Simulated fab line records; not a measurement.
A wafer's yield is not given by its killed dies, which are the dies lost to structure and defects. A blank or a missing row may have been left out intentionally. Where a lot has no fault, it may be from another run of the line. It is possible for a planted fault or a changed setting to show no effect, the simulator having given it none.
Check for tools in common	flow berkeley-cmos170	14 lots, 42 wafers sampled

## WHY IT WAS OPENED
UCB170_SDANNEAL_RS_MEAS_03, reading NSD_RS: flagged on 2 of 14 lots. Fault-free wafers read 37.27 ohm/sq, with a standard deviation of 0.083.
Rule: a lot is flagged in two cases, either no wafer of it has a number, or all its wafers with numbers fall more than 4 standard deviations from that mean. The rest of the lots are taken to be sound.

lot	measured	on	NSD_RS (ohm/sq), wafer by wafer	flag
L194	day 7 18:01	film-metro-01	37.19 37.19 37.23	
L196	day 8 01:44	film-metro-02	37.42 37.29 37.44	
L195	day 8 01:57	film-metro-01	37.22 37.21 37.28	
L200	day 9 02:02	film-metro-02	37.31 37.30 37.31	
L198	day 9 02:17	film-metro-03	37.28 37.34 37.27	
L199	day 9 02:34	film-metro-01	37.26 37.16 37.11	
L202	day 9 11:33	film-metro-02	37.29 37.34 37.34	
L204	day 10 11:03	film-metro-01	37.22 37.25 37.21	
L207	day 10 19:22	film-metro-02	38.05 38.11 38.07	FLAGGED
L213	day 12 00:03	film-metro-03	37.28 37.28 37.26	
L214	day 12 00:27	film-metro-02	37.11 37.19 37.06	
L211	day 12 00:52	film-metro-03	38.00 38.06 38.08	FLAGGED
L210	day 12 01:03	film-metro-02	37.39 37.43 37.40	
L215	day 13 06:27	film-metro-02	37.23 37.33 37.36	
On average the flagged lots' numbers are 38.06 ohm/sq, which is +0.79 ohm/sq against the usual, or +10 standard deviations.

## WHICH TOOL RAN EACH LOT
Before the reading, the record contains 2 process steps out of a 331-step route. Every cell lists first the tool, next ch and the chambers used by the sampled wafers, and last the start.
lot	flag	UCB170_NSD_IMPLANT_08	UCB170_NSD_STRIP_09
L194		implanter-02 ch 0, day 7 16:01	plasma-asher-03 ch 0,1, day 7 16:10
L196		implanter-02 ch 0, day 8 00:02	plasma-asher-03 ch 0,1, day 8 00:10
L195		implanter-01 ch 0, day 8 00:08	plasma-asher-04 ch 0,1, day 8 00:17
L200		implanter-01 ch 0, day 9 00:35	plasma-asher-01 ch 0,1, day 9 00:43
L198		implanter-02 ch 0, day 9 00:49	plasma-asher-03 ch 0,1, day 9 00:57
L199		implanter-01 ch 0, day 9 01:05	plasma-asher-04 ch 0,1, day 9 01:14
L202		implanter-01 ch 0, day 9 10:06	plasma-asher-03 ch 0,1, day 9 10:14
L204		implanter-02 ch 0, day 10 09:36	plasma-asher-04 ch 0,1, day 10 09:43
L207	FLAGGED	implanter-02 ch 0, day 10 17:39	plasma-asher-04 ch 0,1, day 10 17:47
L213		implanter-01 ch 0, day 11 22:32	plasma-asher-04 ch 1, day 11 22:41
L214		implanter-01 ch 0, day 11 22:52	plasma-asher-03 ch 0,1, day 11 23:00
L211	FLAGGED	implanter-02 ch 0, day 11 22:56	plasma-asher-01 ch 0,1, day 11 23:05
L210		implanter-01 ch 0, day 11 23:05	plasma-asher-03 ch 0, day 11 23:14
L215		implanter-03 ch 0, day 13 04:53	plasma-asher-01 ch 0,1, day 13 05:02
What these steps do:
- UCB170_NSD_IMPLANT_08
- UCB170_NSD_STRIP_09: strips in O2.
- UCB170_SDANNEAL_RS_MEAS_03: measures by four-point-probe.

## FLAGGED OVER TOTAL, TOOL BY TOOL (the gauges that took the reading come last)
step	tool	lots run	flagged	share of the flagged lots	sound lots run after its first flagged lot
UCB170_NSD_IMPLANT_08	implanter-01	7	0	none	-
UCB170_NSD_IMPLANT_08	implanter-02	6	2	all	0
UCB170_NSD_IMPLANT_08	implanter-03	1	0	none	-
UCB170_NSD_STRIP_09	plasma-asher-01	3	1	some	1 (L215)
UCB170_NSD_STRIP_09	plasma-asher-03	6	0	none	-
UCB170_NSD_STRIP_09	plasma-asher-04	5	1	some	1 (L213)
UCB170_SDANNEAL_RS_MEAS_03	film-metro-01	4	0	none	-
UCB170_SDANNEAL_RS_MEAS_03	film-metro-02	7	1	some	3 (L214,L210,L215)
UCB170_SDANNEAL_RS_MEAS_03	film-metro-03	3	1	some	0

## WHAT THE TABLE ALLOWS
All flagged lots share 1 row of the table, namely implanter-02 at UCB170_NSD_IMPLANT_08.
- implanter-02 at UCB170_NSD_IMPLANT_08: 2 of its 6 lots flagged. It ran its last sound lot, L204, at day 10 09:36 and its first flagged lot, L207, at day 10 17:39: a fault with its onset between the two fits. Its own readings (dose-ions-cm2) fall more than 4 standard deviations out on all wafers of the flagged lots.
Just one tool remains: implanter-02 at UCB170_NSD_IMPLANT_08.

## WHAT WAS PUT IN BY THE SIMULATOR
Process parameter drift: implanter-02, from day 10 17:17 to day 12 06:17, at UCB170_NSD_IMPLANT_08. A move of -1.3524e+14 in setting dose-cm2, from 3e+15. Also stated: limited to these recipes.
Struck lots among those shown: L207, L211. The rule above found the same.
